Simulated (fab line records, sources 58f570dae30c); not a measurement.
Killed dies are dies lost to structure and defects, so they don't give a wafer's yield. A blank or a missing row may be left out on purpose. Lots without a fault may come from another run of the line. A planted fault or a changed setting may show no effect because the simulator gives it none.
Split-lot experiment | flow berkeley_cmos170 | 5 lots, 23 wafers read, on a route of 331 steps

THE SPLIT
At UCB170_ACTIVE_CVD_05 (deposits Si3N4 from SiH2Cl2/NH3, target thk 220 nm, time 3300 s), the setting time_s was moved away from the recipe's 3300 s on 20 of the 23 wafers read, by -11.6% to +14.3%. The other wafers ran this setting at the recipe's value.

FROM THE SPLIT TO THE READING: what the file shows between them, 3 steps
- UCB170_ACTIVE_THK_MEAS_06
- UCB170_ACTIVE_HMDS_07: prime time 60 s
- UCB170_ACTIVE_COAT_08: resist thk 900 nm

THE READING
oes_product_au, in a.u., at UCB170_ACTIVE_ETCH_15 (etches Si3N4 in CH3F/Ar/O2, stops on SiO2, target depth 242 nm, time 151 s). Fault-free wafers of this fab line usually give 0.931 a.u., standard deviation 0.013 a.u..

wafer  | tool, chamber at the split | time_s as run, s | against the recipe | oes_product_au, a.u. | against lot-mates on the recipe
L074.1 | -, -                       | 3773             | +14.3%             | 0.983                | no lot-mate on the recipe
L074.2 | -, -                       | 3773             | +14.3%             | 1.005                | no lot-mate on the recipe
L074.3 | -, -                       | 3773             | +14.3%             | 0.999                | no lot-mate on the recipe
L074.4 | -, -                       | 3773             | +14.3%             | 0.990                | no lot-mate on the recipe
L074.5 | -, -                       | 3773             | +14.3%             | 1.001                | no lot-mate on the recipe
L078.1 | -, -                       | 3741             | +13.4%             | 0.965                | no lot-mate on the recipe
L078.2 | -, -                       | 3741             | +13.4%             | 0.999                | no lot-mate on the recipe
L078.3 | -, -                       | 3741             | +13.4%             | 0.997                | no lot-mate on the recipe
L078.5 | -, -                       | 3741             | +13.4%             | 1.004                | no lot-mate on the recipe
L078.6 | -, -                       | 3741             | +13.4%             | 0.987                | no lot-mate on the recipe
L083.1 | -, -                       | 3719             | +12.7%             | 0.988                | no lot-mate on the recipe
L083.2 | -, -                       | 3719             | +12.7%             | 0.977                | no lot-mate on the recipe
L083.3 | -, -                       | 3719             | +12.7%             | 0.986                | no lot-mate on the recipe
L083.4 | -, -                       | 3719             | +12.7%             | 1.005                | no lot-mate on the recipe
L083.6 | -, -                       | 3719             | +12.7%             | 0.997                | no lot-mate on the recipe
L085.1 | lpcvd-01, 1                | 3300             | recipe             | 0.927                | -
L085.3 | lpcvd-01, 1                | 3300             | recipe             | 0.911                | -
L085.5 | lpcvd-01, 1                | 3300             | recipe             | 0.916                | -
L084.1 | -, -                       | 2918             | -11.6%             | 0.884                | no lot-mate on the recipe
L084.2 | -, -                       | 2918             | -11.6%             | 0.872                | no lot-mate on the recipe
L084.3 | -, -                       | 2918             | -11.6%             | 0.876                | no lot-mate on the recipe
L084.4 | -, -                       | 2918             | -11.6%             | 0.866                | no lot-mate on the recipe
L084.5 | -, -                       | 2918             | -11.6%             | 0.861                | no lot-mate on the recipe

THE FIT
A straight line over all 23 wafers: oes_product_au changes by +0.00488 a.u. for each +1% of time_s; r = +0.98; the points scatter about the line by 0.011 a.u..
Too few moved wafers have a lot-mate on the recipe to fit a line with each lot's own level taken away.

THE WHOLE CHAIN: every reading that the file lists as answering this split, in the file's order
step                      | what it does                                                               | reading                                                                        | change (the file's fit)                   | r (the file's)
UCB170_ACTIVE_CVD_05      | deposits Si3N4 from SiH2Cl2/NH3, target thk 220 nm, time 3300 s            | Si3N4_of_ACTIVE_CVD_05.thk_nm (the simulator's own value, which no gauge read) | +2.16 nm for each +1% of the setting      | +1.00
UCB170_ACTIVE_THK_MEAS_06 |                                                                            | ACTIVE_NITRIDE_THK                                                             | +2.16 for each +1% of the setting         | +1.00
UCB170_ACTIVE_ETCH_15     | etches Si3N4 in CH3F/Ar/O2, stops on SiO2, target depth 242 nm, time 151 s | oes_product_au                                                                 | +0.00487 a.u. for each +1% of the setting | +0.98
UCB170_ACTIVE_ETCH_15     | etches Si3N4 in CH3F/Ar/O2, stops on SiO2, target depth 242 nm, time 151 s | etch.depth_nm (the simulator's own value, which no gauge read)                 | +1.9 nm for each +1% of the setting       | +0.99

THE FILE'S OWN FIT
oes_product_au changes by +0.00487 a.u. for each +1% of time_s, r = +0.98.
